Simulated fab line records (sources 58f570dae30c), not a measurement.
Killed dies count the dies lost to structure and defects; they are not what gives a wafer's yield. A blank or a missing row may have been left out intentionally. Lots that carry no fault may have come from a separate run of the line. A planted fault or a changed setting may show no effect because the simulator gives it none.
A struck lot beside a sound one || flow berkeley cmos170 || 14 steps out of a route of 331
Sound: wafers L657.3, L657.5, L657.6. Wafers struck: L663.1, L663.4, L663.5. The cause is named last.
Each step with rows lists, per side, the tool, then ch with its chambers, then its first start. Under that, the readings that differ: sound wafers || struck wafers || difference of the means || sigmas: that difference in standard deviations of wafers without a fault.
alike: words and numbers the same on both sides, and readings whose means are apart by under 2 such deviations; not compared: readings that were withheld, readings missing a value for some wafer, numbers with overlapping values and no deviation given by the record, and bounds like >300 which may hide the same value.
Wherever a step has rows on one side only, a row that says differs or no value, or a row with sigmas, the two part there. Numbers that don't overlap but have no deviation are shown without sigmas and don't part them. A reading that every wafer of one side lacks parts them only if that side has two wafers or more.

first, 2 steps without rows for these wafers: UCB170_GATE_ANNEAL_03 (time 1800 s); UCB170_GATE_CVD_04 (deposits poly-Si from SiH4, time 1440 s, target thk 214 nm).
UCB170_GATE_THK_MEAS_05:
  sound: film metro-01 at day 8 02:58; struck: film metro-02 at day 9 00:55
  alike: GATE_POLY_THK
then, 6 steps without rows for these wafers: UCB170_GATE_COAT_06; UCB170_GATE_COAT_07 (resist thk 900 nm); UCB170_GATE_SOFTBAKE_08 (time 60 s); UCB170_GATE_EXPOSE_09 (exposes mask POLY, target cd 350 nm); UCB170_GATE_PEB_10; UCB170_GATE_DEVELOP_11 (develop time 45 s).
UCB170_GATE_CD_MEAS_12: the cd target is 350 nm.
  sound: cd sem-01 at day 8 03:53; struck: cd sem-01 at day 9 02:10
  alike: cd nm
UCB170_GATE_OVL_MEAS_13:
  sound: overlay-01 at day 8 03:59; struck: overlay-01 at day 9 02:17
  alike: GATE_OVL
UCB170_GATE_ETCH_14: etches BARC in N2/H2.
  sound on rie diel-04 ch 0,2,3, day 8 04:00; struck on rie diel-01 ch 0,2,3, day 9 02:19
  alike: bias w, drypump motor current A, oes product au, throttle valve pct
UCB170_GATE_ETCH_15: etches poly-Si in HBr/Cl2, stops on SiO2, time 56.3 s, target depth 278.2 nm.
  sound on rie si-01 ch 0,3, day 8 04:03; struck on rie si-02 ch 0,2,3, day 9 02:22
{"reading": "bias w (W)", "sound": "149.3 150.6 150.4", "struck": "175.2 176.7 175.7", "difference": "+25.8", "sigmas": "+57"}
{"reading": "model.KrF_of_GATE_COAT_07.thk nm (nm)", "sound": "780.6 780 782.3", "struck": "769.2 772.1 772.4", "difference": -9.7, "sigmas": ""}
  alike: drypump motor current A, he backside leak sccm, mfc cl2 sccm, oes product au, throttle valve pct
  not compared: rf hours counter h
UCB170_GATE_STRIP_16: strips in O2.
  sound on plasma asher-02 ch 0,1, day 8 04:08; struck on plasma asher-02 ch 0,1, day 9 02:25
  alike: drypump motor current A, oes product au
  not compared: rf hours counter h

== WHERE THEY PART ==
At UCB170_GATE_ETCH_15 and nowhere else, as far as this record goes. Later steps at which nothing parts them and some readings are alike: UCB170_GATE_STRIP_16.

WHY: what the simulator had put in
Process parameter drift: rie si-02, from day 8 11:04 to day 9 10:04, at UCB170_GATE_ETCH_15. Setting bias w shifted by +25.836 from 150.
